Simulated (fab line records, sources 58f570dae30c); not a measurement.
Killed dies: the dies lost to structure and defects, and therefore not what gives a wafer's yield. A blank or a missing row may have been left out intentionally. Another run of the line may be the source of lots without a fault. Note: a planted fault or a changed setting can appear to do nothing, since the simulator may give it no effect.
Split-lot study | flow berkeleyCmos170 | route with 331 steps; 5 lots, 23 wafers read

== ON THE SPLIT ==
At UCB170_START_OXIDATION_02 (target thk 20 nm, ox time 1800 s), the setting oxTimeS was moved away from the recipe's 1800 s on 15 of the 23 wafers read, by +8.4% to +12.3%. The other wafers ran this setting at the recipe's value.

The file shows no step between the split and the reading.

== THE READING ==
START_OXIDE_THK at UCB170_START_THK_MEAS_03, in nm. Fault-free wafers of this fab line usually give 20.1 nm, standard deviation 0.33 nm.

wafer  | tool, chamber at the split | oxTimeS as run, s | against the recipe | START_OXIDE_THK, nm | against lot-mates on the recipe
L076.1 | -, -                       | 2022              | +12.3%             | 21.6                | no lot-mate on the recipe
L076.2 | -, -                       | 2022              | +12.3%             | 21.9                | no lot-mate on the recipe
L076.3 | -, -                       | 2022              | +12.3%             | 21.7                | no lot-mate on the recipe
L076.4 | -, -                       | 2022              | +12.3%             | 21.8                | no lot-mate on the recipe
L076.6 | -, -                       | 2022              | +12.3%             | 21.7                | no lot-mate on the recipe
L078.1 | -, -                       | 1951              | +8.4%              | 21.1                | no lot-mate on the recipe
L078.2 | -, -                       | 1951              | +8.4%              | 21.1                | no lot-mate on the recipe
L078.3 | -, -                       | 1951              | +8.4%              | 21.1                | no lot-mate on the recipe
L078.5 | -, -                       | 1951              | +8.4%              | 21.2                | no lot-mate on the recipe
L078.6 | -, -                       | 1951              | +8.4%              | 21.4                | no lot-mate on the recipe
L080.1 | -, -                       | 1800              | recipe             | 20.2                | -
L080.2 | -, -                       | 1800              | recipe             | 20.0                | -
L080.3 | -, -                       | 1800              | recipe             | 20.2                | -
L080.4 | -, -                       | 1800              | recipe             | 20.1                | -
L080.6 | -, -                       | 1800              | recipe             | 20.5                | -
L084.1 | -, -                       | 1958              | +8.8%              | 21.4                | no lot-mate on the recipe
L084.2 | -, -                       | 1958              | +8.8%              | 21.4                | no lot-mate on the recipe
L084.3 | -, -                       | 1958              | +8.8%              | 21.2                | no lot-mate on the recipe
L084.4 | -, -                       | 1958              | +8.8%              | 21.5                | no lot-mate on the recipe
L084.6 | -, -                       | 1958              | +8.8%              | 20.9                | no lot-mate on the recipe
L085.1 | furnace-02, 0              | 1800              | recipe             | 20.4                | -
L085.2 | furnace-02, 0              | 1800              | recipe             | 20.3                | -
L085.6 | furnace-02, 0              | 1800              | recipe             | 20.4                | -

THE FIT
A straight line over all 23 wafers: START_OXIDE_THK changes by +0.118 nm for each +1% of oxTimeS; r = +0.96; the points scatter about the line by 0.17 nm.
Too few moved wafers with a lot-mate on the recipe to fit a line net of each lot's own level.

== THE WHOLE CHAIN: every reading that the file lists as answering this split, in the file's order ==
step                      | what it does                     | reading                                                                           | change (the file's fit)               | r (the file's)
UCB170_START_OXIDATION_02 | target thk 20 nm, ox time 1800 s | SiO2_of_START_OXIDATION_02.thkNm (the simulator's own value, which no gauge read) | +0.123 nm for each +1% of the setting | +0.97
UCB170_START_THK_MEAS_03  |                                  | START_OXIDE_THK                                                                   | +0.12 for each +1% of the setting     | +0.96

== THE FILE'S OWN FIT ==
START_OXIDE_THK changes by +0.12 nm for each +1% of oxTimeS, r = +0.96.
